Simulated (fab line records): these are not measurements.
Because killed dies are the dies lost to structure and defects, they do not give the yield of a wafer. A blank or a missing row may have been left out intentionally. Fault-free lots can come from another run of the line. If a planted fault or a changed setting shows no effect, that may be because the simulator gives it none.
fab line records	flow berkeley_cmos170
record lots=5	wafers=15	last_day=13
route steps=331 shown V1@260 M2@271
lots untouched by any fault: they come from a run of this same line in which no faults occurred
start_h: start of the lot's first displayed wafer, in hours after the record's first day	wait_h: hours from the lot's prior step to this one	" same as the row above	L1.1+2: a single row standing in for several wafers	- value missing, or start not given	* or withheld: withheld	< > ~ a bound
route shown NAME@n: a module of which the file shows steps, and the number in the route of the first	usual: mean/standard deviation of fault-free wafers	same: alike in all rows	chamber/n: place in a boat	sites: readings site by site	_std_site: the standard deviation of these	_edge_site: outer sites' mean less inner sites'	radius_mm: how far each site lies from the wafer's centre	mask NAME#n: copy n	behind: the most recent tool/chamber to have shaped the wafer	hold: the reason the lot was held/the length of the hold in hours/how it ended	device: which transistor (n, p or np) failed to switch	end of line: the route-end tests of the same wafers	where a step has no rows: the recipe by itself	killed: at the first sort, the dies lost to defects and structure; wafer yield is something else	map: a wafer's dies, x killed, . not, _ none there
set.NAME: the setting the step ran with; set.NAME@STEP: the setting that earlier step ran with	model.NAME: the simulator's own value behind a step, which no gauge read
lots seen at some steps along the route; tables by step, rows by wafer
services: the hour from which a tool's chamber was out of use, counted from the record's first day as start_h (under 0 if before that day), plus the number of hours and why
## steps
# step UCB170_V1_HMDS_06
# recipe prime_time_s=60	prime_temp_c=100
# step UCB170_V1_COAT_07
# recipe resist=KrF	spin_rpm=1500	resist_thk_nm=900
# step UCB170_V1_SOFTBAKE_08
# recipe resist=KrF	temp_c=130	time_s=60
# step UCB170_V1_EXPOSE_09
# recipe mask_id=VIA1	target_cd_nm=700	na=0.5	sigma_outer=0.6	source_shape=conventional	dose_mj=37
# step UCB170_V1_PEB_10
# recipe peb_temp_c=130	peb_time_s=withheld	resist=KrF
# step UCB170_V1_DEVELOP_11
# recipe developer=TMAH	develop_time_s=45	resist=KrF	dev_temp_c=21
# step UCB170_V1_CD_MEAS_12
# recipe target_cd_nm=700
# usual cd_nm=700.3/1.4
lot.wafer	tool	chamber	start_h	wait_h	cd_nm
L542.4	cd_sem-01	-	179.15	-	700.4
L542.5	"	-	"	"	701.1
L542.6	"	-	"	"	702.8
L546.3	cd_sem-01	-	206.21	-	701.2
L546.4	"	-	"	"	702.0
L546.5	"	-	"	"	701.8
L552.1	cd_sem-02	-	233.39	-	699.1
L552.4	"	-	"	"	699.0
L552.5	"	-	"	"	699.5
L560.1	cd_sem-02	-	275.29	-	703.7
L560.4	"	-	"	"	703.1
L560.5	"	-	"	"	701.4
L564.1	cd_sem-02	-	295.44	-	698.4
L564.3	"	-	"	"	698.9
L564.4	"	-	"	"	700.1
# step UCB170_V1_OVL_MEAS_13
# usual V1_OVL=-5/5.8
lot.wafer	tool	chamber	start_h	wait_h	V1_OVL[nm]
L542.4	overlay-01	-	179.23	0.1	-8
L542.5	"	-	"	"	-13
L542.6	"	-	"	"	-7
L546.3	overlay-02	-	206.30	0.1	-10
L546.4	"	-	"	"	-4
L546.5	"	-	"	"	-12
L552.1	overlay-02	-	233.51	0.1	3
L552.4	"	-	"	"	6
L552.5	"	-	"	"	-4
L560.1	overlay-01	-	275.41	0.1	-12
L560.4	"	-	"	"	-22
L560.5	"	-	"	"	-14
L564.1	overlay-02	-	295.56	0.1	-1
L564.3	"	-	"	"	-2
L564.4	"	-	"	"	1
# step UCB170_V1_ETCH_14
# recipe chemistry=CHF3/CF4/Ar	target=SiO2	stop_on=Al	CHF3_flow_sccm=45	cf4_flow_sccm=15	Ar_flow_sccm=150	pressure_mtorr=200	rf_w=700	target_depth_a=12500	over_etch_frac=0.25	time_s=291
# usual drypump_motor_current_A=5.8/0.53	mfc_ar_sccm=150.0/0.48	oes_product_au=0.875/0.014	throttle_valve_pct=6.98/0.14
lot.wafer	tool	chamber	start_h	wait_h	drypump_motor_current_A	mfc_ar_sccm	oes_product_au	rf_hours_counter_h	throttle_valve_pct
L542.4	rie_diel-03	3	179.25	0.0	6.6	150.2	0.889	78	7.02
L542.5	"	3	"	"	6.5	150.2	0.889	-	6.98
L542.6	"	0	"	"	5.7	148.9	0.897	-	7.20
L546.3	rie_diel-03	0	206.33	0.0	5.7	150.1	0.870	0	7.17
L546.4	"	3	"	"	6.5	149.4	0.889	79	7.01
L546.5	"	2	"	"	5.5	150.4	0.890	-	7.17
L552.1	rie_diel-03	3	233.54	0.0	6.5	150.3	0.886	80	7.02
L552.4	"	1	"	"	5.8	150.4	0.893	98	7.12
L552.5	"	0	"	"	5.7	150.2	0.871	-	7.18
L560.1	rie_diel-04	3	275.45	0.0	5.9	150.3	0.881	4	6.81
L560.4	"	1	"	"	5.6	150.4	0.872	11	6.84
L560.5	"	0	"	"	5.8	150.3	0.872	-	7.02
L564.1	rie_diel-04	1	295.60	0.0	5.6	150.6	0.863	11	6.85
L564.3	"	3	"	"	5.9	150.3	0.873	5	6.83
L564.4	"	2	"	"	6.1	150.4	0.884	-	6.89
# step UCB170_V1_STRIP_15
# recipe chemistry=O2	power_w=400	pressure_mtorr=3500	platen_temp_c=withheld	o2_flow_sccm=400	overash_fraction=0.5
# usual drypump_motor_current_A=5.5/0.52	oes_product_au=0.721/0.0039	strip_time_to_endpoint_s=15.28/0.13
lot.wafer	tool	chamber	start_h	wait_h	drypump_motor_current_A	oes_product_au	rf_hours_counter_h	strip_time_to_endpoint_s
L542.4	plasma_asher-04	1	179.46	0.1	5.4	0.723	-	15.18
L542.5	"	0	"	"	5.5	0.722	-	15.12
L542.6	"	1	"	"	5.4	0.717	-	15.44
L546.3	plasma_asher-04	0	206.54	0.1	5.4	0.725	-	15.71
L546.4	"	1	"	"	5.4	0.718	-	15.17
L546.5	"	1	"	"	5.4	0.724	-	15.30
L552.1	plasma_asher-03	1	233.72	0.1	5.8	0.719	46	15.35
L552.4	"	0	"	"	5.1	0.721	-	15.38
L552.5	"	0	"	"	5.1	0.720	-	15.63
L560.1	plasma_asher-03	1	275.63	0.1	5.8	0.729	51	15.36
L560.4	"	0	"	"	5.1	0.719	-	15.23
L560.5	"	1	"	"	5.8	0.719	-	15.10
L564.1	plasma_asher-02	0	295.78	0.1	6.5	0.723	54	15.34
L564.3	"	0	"	"	6.5	0.725	-	15.51
L564.4	"	1	"	"	4.9	0.724	-	15.21
# step UCB170_V1_CD_MEAS_90
# recipe target_cd_nm=700
# usual cd_nm=700.3/1.7
lot.wafer	tool	chamber	start_h	wait_h	cd_nm
L542.4	cd_sem-01	-	179.99	0.5	702.3
L542.5	"	-	"	"	703.7
L542.6	"	-	"	"	701.5
L546.3	cd_sem-01	-	206.64	0.1	700.7
L546.4	"	-	"	"	703.2
L546.5	"	-	"	"	702.0
L552.1	cd_sem-02	-	233.83	0.1	700.4
L552.4	"	-	"	"	698.7
L552.5	"	-	"	"	698.6
L560.1	cd_sem-02	-	275.73	0.1	703.1
L560.4	"	-	"	"	702.6
L560.5	"	-	"	"	702.5
L564.1	cd_sem-01	-	295.90	0.1	698.2
L564.3	"	-	"	"	698.3
L564.4	"	-	"	"	702.1
# step UCB170_M2_PRE_CLEAN_00
# recipe gas=Ar	preclean_etch_time_s=60
# step UCB170_M2_SPUTTER_01
# recipe material=Al	target_thk_nm=900	time_s=125.1	power_w=6000	chamber_pressure_pa=0.5
# usual throttle_valve_pct=30.2/0.92
lot.wafer	tool	chamber	start_h	wait_h	throttle_valve_pct	model.Al_of_M2_SPUTTER_01.thk_nm
L542.4	pvd_sputter-03	-	180.12	0.0	29.2	923.1
L542.5	"	-	"	"	31.0	936.9
L542.6	"	-	"	"	30.8	929.2
L546.3	pvd_sputter-02	-	206.79	0.0	32.2	950
L546.4	"	-	"	"	31.3	938.4
L546.5	"	-	"	"	30.3	950.2
L552.1	pvd_sputter-03	-	234.01	0.0	30.9	1247
L552.4	"	-	"	"	29.2	935.4
L552.5	"	-	"	"	29.3	943.1
L560.1	pvd_sputter-01	-	275.91	0.0	30.4	924.1
L560.4	"	-	"	"	29.9	922.7
L560.5	"	-	"	"	30.1	931.6
L564.1	pvd_sputter-02	-	296.08	0.0	30.5	946.1
L564.3	"	-	"	"	31.5	940.3
L564.4	"	-	"	"	29.8	937.1
# step UCB170_M2_RS_MEAS_02
# recipe thk_meas_gauge=four-point-probe	reads=Al_of_M2_SPUTTER_01
# usual M2_AL_RS=0.0308/0.00033
lot.wafer	tool	chamber	start_h	wait_h	M2_AL_RS[ohm/sq]
L542.4	film_metro-03	-	180.26	0.1	0.0312
L542.5	"	-	"	"	0.0308
L542.6	"	-	"	"	0.0311
L546.3	film_metro-03	-	206.91	0.1	0.0304
L546.4	"	-	"	"	0.0308
L546.5	"	-	"	"	0.0304
L552.1	film_metro-02	-	234.10	0.0	0.0232
L552.4	"	-	"	"	0.0308
L552.5	"	-	"	"	0.0306
L560.1	film_metro-04	-	276.00	0.0	0.0314
L560.4	"	-	"	"	0.0315
L560.5	"	-	"	"	0.0311
L564.1	film_metro-04	-	296.17	0.0	0.0306
L564.3	"	-	"	"	0.0308
L564.4	"	-	"	"	0.0309
# step UCB170_M2_THK_MEAS_03
# recipe thk_meas_gauge=xrf	reads=Al_of_M2_SPUTTER_01
# usual M2_AL_THK=944/11
lot.wafer	tool	chamber	start_h	wait_h	M2_AL_THK[nm]
L542.4	film_metro-03	-	180.35	0.1	938
L542.5	"	-	"	"	946
L542.6	"	-	"	"	943
L546.3	film_metro-03	-	207.01	0.1	960
L546.4	"	-	"	"	954
L546.5	"	-	"	"	961
L552.1	film_metro-02	-	234.22	0.1	1261
L552.4	"	-	"	"	948
L552.5	"	-	"	"	953
L560.1	film_metro-04	-	276.12	0.1	926
L560.4	"	-	"	"	924
L560.5	"	-	"	"	930
L564.1	film_metro-04	-	296.29	0.1	946
L564.3	"	-	"	"	937
L564.4	"	-	"	"	933
# step UCB170_M2_HMDS_04
# recipe prime_time_s=60	prime_temp_c=100
# step UCB170_M2_COAT_05
# recipe resist=KrF	spin_rpm=1500	resist_thk_nm=900
# step UCB170_M2_SOFTBAKE_06
# recipe resist=KrF	temp_c=130	time_s=60
# step UCB170_M2_STRIP_07
# recipe chemistry=O2	power_w=400	pressure_mtorr=3500	platen_temp_c=withheld	o2_flow_sccm=400	overash_fraction=0.5
# usual drypump_motor_current_A=5.4/0.46	oes_product_au=0.734/0.0047	strip_time_to_endpoint_s=21.97/0.075
lot.wafer	tool	chamber	start_h	wait_h	drypump_motor_current_A	oes_product_au	rf_hours_counter_h	strip_time_to_endpoint_s
L542.4	plasma_asher-02	0	180.86	0.1	6.5	0.735	-	21.92
L542.5	"	0	"	"	6.5	0.731	-	22.00
L542.6	"	1	"	"	4.9	0.741	-	21.97
L546.3	plasma_asher-02	0	207.62	0.1	6.5	0.733	-	21.80
L546.4	"	1	"	"	4.9	0.735	-	21.85
L546.5	"	1	"	"	4.9	0.739	-	21.81
L552.1	plasma_asher-04	0	234.73	0.1	5.4	0.737	12	21.97
L552.4	"	0	"	"	5.4	0.736	-	22.03
L552.5	"	1	"	"	5.4	0.730	-	22.07
L560.1	plasma_asher-04	0	276.63	0.1	5.5	0.729	14	22.09
L560.4	"	0	"	"	5.4	0.734	-	22.03
L560.5	"	0	"	"	5.5	0.731	-	22.08
L564.1	plasma_asher-04	0	296.80	0.1	5.5	0.738	16	21.98
L564.3	"	0	"	"	5.5	0.733	-	21.95
L564.4	"	1	"	"	5.4	0.741	-	21.93
# step UCB170_M2_STRIP_08
# recipe chemistry=DMSO	temp_c=80	time_s=600	material=KrF
# step UCB170_M2_COAT_09
# recipe resist=BARC	temp_c=withheld	time_s=withheld	spin_rpm=3000	resist_thk_nm=withheld
# step UCB170_M2_COAT_10
# recipe resist=KrF	spin_rpm=1533	resist_thk_nm=900
# step UCB170_M2_SOFTBAKE_11
# recipe resist=KrF	temp_c=130	time_s=60
# step UCB170_M2_EXPOSE_12
# recipe mask_id=METAL2	target_cd_nm=700	na=0.5	sigma_outer=0.6	source_shape=conventional	dose_mj=26
# step UCB170_M2_PEB_13
# recipe peb_temp_c=130	peb_time_s=withheld	resist=KrF
# step UCB170_M2_DEVELOP_14
# recipe developer=TMAH	develop_time_s=45	resist=KrF	dev_temp_c=21
# step UCB170_M2_CD_MEAS_15
# recipe target_cd_nm=700
# usual cd_nm=699.3/1.4
lot.wafer	tool	chamber	start_h	wait_h	cd_nm
L542.4	cd_sem-01	-	182.43	-	700.7
L542.5	"	-	"	"	701.0
L542.6	"	-	"	"	699.4
L546.3	cd_sem-02	-	209.15	-	700.0
L546.4	"	-	"	"	701.3
L546.5	"	-	"	"	699.8
L552.1	cd_sem-02	-	235.97	-	697.5
L552.4	"	-	"	"	699.0
L552.5	"	-	"	"	697.8
L560.1	cd_sem-01	-	278.30	-	698.8
L560.4	"	-	"	"	698.9
L560.5	"	-	"	"	700.0
L564.1	cd_sem-02	-	298.80	-	700.9
L564.3	"	-	"	"	699.1
L564.4	"	-	"	"	698.2
# step UCB170_M2_OVL_MEAS_16
# usual M2_OVL=-2/5.3
lot.wafer	tool	chamber	start_h	wait_h	M2_OVL[nm]
L542.4	overlay-02	-	182.51	0.1	7
L542.5	"	-	"	"	-4
L542.6	"	-	"	"	-3
L546.3	overlay-02	-	209.24	0.1	6
L546.4	"	-	"	"	-5
L546.5	"	-	"	"	-5
L552.1	overlay-02	-	236.09	0.1	2
L552.4	"	-	"	"	10
L552.5	"	-	"	"	6
L560.1	overlay-02	-	278.42	0.1	-4
L560.4	"	-	"	"	-6
L560.5	"	-	"	"	-11
L564.1	overlay-02	-	298.92	0.1	-9
L564.3	"	-	"	"	-5
L564.4	"	-	"	"	-6
# step UCB170_M2_ETCH_17
# recipe chemistry=N2/H2	target_depth_a=withheld	overetch_a=withheld	target=BARC	time_s=withheld	source_w=500	bias_w=100	pressure_mtorr=30	n2_flow_sccm=100	h2_flow_sccm=200
# usual drypump_motor_current_A=5.7/0.55	oes_product_au=1.000/0.02	throttle_valve_pct=13.41/0.18
lot.wafer	tool	chamber	start_h	wait_h	drypump_motor_current_A	oes_product_au	throttle_valve_pct
L542.4	rie_diel-01	2	182.53	0.0	6.5	1.034	13.36
L542.5	"	3	"	"	5.4	0.989	13.48
L542.6	"	0	"	"	6.3	0.986	13.28
L546.3	rie_diel-01	1	209.26	0.0	4.7	0.971	12.99
L546.4	"	0	"	"	6.3	0.991	13.28
L546.5	"	2	"	"	6.4	1.020	13.35
L552.1	rie_diel-01	0	236.12	0.0	6.3	0.997	13.27
L552.4	"	1	"	"	4.7	0.974	12.98
L552.5	"	3	"	"	5.4	0.980	13.47
L560.1	rie_diel-01	2	278.45	0.0	6.5	1.010	13.35
L560.4	"	2	"	"	6.5	1.008	13.34
L560.5	"	3	"	"	5.4	0.981	13.49
L564.1	rie_diel-03	3	298.96	0.0	6.5	1.026	13.39
L564.3	"	0	"	"	5.8	0.980	13.62
L564.4	"	2	"	"	5.5	1.009	13.62
# step UCB170_M2_METAL_ETCH_18
# recipe chemistry=Cl2/BCl3	target=Al	stop_on=SiO2	pressure_mtorr=12	target_depth_a=11700	over_etch_frac=0.3	time_s=195	icp_w=600	bias_w=120	Cl2_flow_sccm=90	bcl3_flow_sccm=45
# usual drypump_motor_current_A=5.72/0.17	mfc_cl2_sccm=89.97/0.29	oes_product_au=0.884/0.012	throttle_valve_pct=24.21/0.26
lot.wafer	tool	chamber	start_h	wait_h	drypump_motor_current_A	mfc_cl2_sccm	oes_product_au	rf_hours_counter_h	throttle_valve_pct
L542.4	rie_metal-02	1	182.63	-	6.00	89.74	0.871	-	24.01
L542.5	"	0	"	"	5.79	90.43	0.888	-	24.45
L542.6	"	1	"	"	5.98	89.75	0.888	-	24.01
L546.3	rie_metal-02	0	209.37	-	5.76	90.23	0.899	-	24.45
L546.4	"	1	"	"	5.96	89.50	0.881	-	24.01
L546.5	"	1	"	"	5.95	89.97	0.896	-	24.01
L552.1	rie_metal-02	0	236.17	-	5.81	89.69	1.044	3	24.37
L552.4	"	1	"	"	5.98	90.19	0.874	-	24.02
L552.5	"	1	"	"	5.97	89.96	0.892	-	24.00
L560.1	rie_metal-04	0	278.50	-	5.88	90.49	0.888	1	24.67
L560.4	"	1	"	"	5.59	90.08	0.859	-	24.08
L560.5	"	1	"	"	5.61	89.71	0.864	-	24.08
L564.1	rie_metal-02	0	299.00	-	5.77	89.86	0.889	6	24.45
L564.3	"	0	"	"	5.78	90.43	0.892	-	24.45
L564.4	"	1	"	"	5.97	89.48	0.872	-	24.04
# step UCB170_M2_STRIP_19
# recipe chemistry=O2	power_w=400	pressure_mtorr=3500	platen_temp_c=withheld	o2_flow_sccm=400	overash_fraction=0.5
# usual drypump_motor_current_A=5.4/0.5	oes_product_au=0.527/0.019
lot.wafer	tool	chamber	start_h	wait_h	drypump_motor_current_A	oes_product_au	rf_hours_counter_h
L542.4	plasma_asher-01	1	182.79	0.1	5.1	0.547	-
L542.5	"	1	"	"	5.0	0.506	-
L542.6	"	0	"	"	5.6	0.546	-
L546.3	plasma_asher-01	1	209.52	0.1	5.0	0.522	-
L546.4	"	0	"	"	5.5	0.536	-
L546.5	"	1	"	"	5.1	0.534	-
L552.1	plasma_asher-02	1	236.35	0.1	4.9	0.494	47
L552.4	"	0	"	"	6.5	0.532	-
L552.5	"	0	"	"	6.5	0.530	-
L560.1	plasma_asher-01	1	278.68	0.1	5.1	0.537	61
L560.4	"	1	"	"	5.1	0.520	-
L560.5	"	0	"	"	5.6	0.518	-
L564.1	plasma_asher-04	0	299.19	0.1	5.5	0.501	16
L564.3	"	0	"	"	5.4	0.503	-
L564.4	"	1	"	"	5.4	0.538	-
## services
tool	chamber	start_h	hours	kind
rie_metal-04	1	158.83	2.9	repair
rie_metal-04	0	170.85	2.1	repair
rie_diel-03	0	180.05	4.7	repair
rie_diel-01	0	182.63	-	clean
rie_diel-01	0	182.63	18.0	scheduled_down
rie_diel-01	0	182.63	18.0	vent_cycle
rie_diel-03	0	184.74	-	clean
rie_diel-03	0	184.74	20.6	scheduled_down
rie_diel-03	0	184.74	20.6	vent_cycle
plasma_asher-02	-	193.35	4.3	pm
pvd_sputter-01	-	195.31	4.2	repair
pvd_sputter-01	-	199.85	1.2	repair
pvd_sputter-02	-	219.06	2.9	repair
rie_diel-01	0	220.29	2.6	repair
rie_diel-04	2	229.45	6.9	repair
plasma_asher-04	-	240.78	21.9	repair
rie_diel-01	2	247.95	8.5	repair
rie_metal-02	-	252.15	0.9	repair
rie_diel-01	0	256.00	32.7	repair
rie_metal-04	0	259.33	3.9	repair
rie_metal-02	1	264.70	-	clean
rie_metal-02	1	264.70	14.3	scheduled_down
rie_diel-04	0	293.30	2.6	repair
plasma_asher-02	-	298.75	7.5	repair
## key
first_sign step=UCB170_M2_RS_MEAS_02	reading=M2_AL_RS	direction=down	sigmas=23	usual=0.0308	struck=0.0232
effect step=UCB170_M2_THK_MEAS_03	reading=M2_AL_THK	direction=up	sigmas=28	usual=944	struck=1261
effect step=UCB170_M2_METAL_ETCH_18	reading=oes_product_au	direction=up	sigmas=13	usual=0.884	struck=1.044
model_effect step=UCB170_M2_SPUTTER_01	value=Al_of_M2_SPUTTER_01.thk_nm	without=935.7	struck=1247
met_at UCB170_M2_SPUTTER_01
struck_wafers L552.1
later_rows_left_out L552.1
sort_left_out L552.1
onset_between 180.12 234.01
fault kind=process_parameter_drift	tool=pvd_sputter-03	chamber=-	onset_h=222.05	steps=UCB170_M2_SPUTTER_01	channel=target_thk_nm	offset=298.18	shape=step	end_h=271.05	acts_in=these_recipes_only	stated=900	scope=struck_wafers_only
# sort_left_out: the simulated sort isn't trusted on such a fault, so these wafers' sort isn't shown, and their yield isn't known
# later_rows_left_out: the simulator's readings of these wafers behind a module that went badly wrong aren't trusted and aren't shown, but for the sort
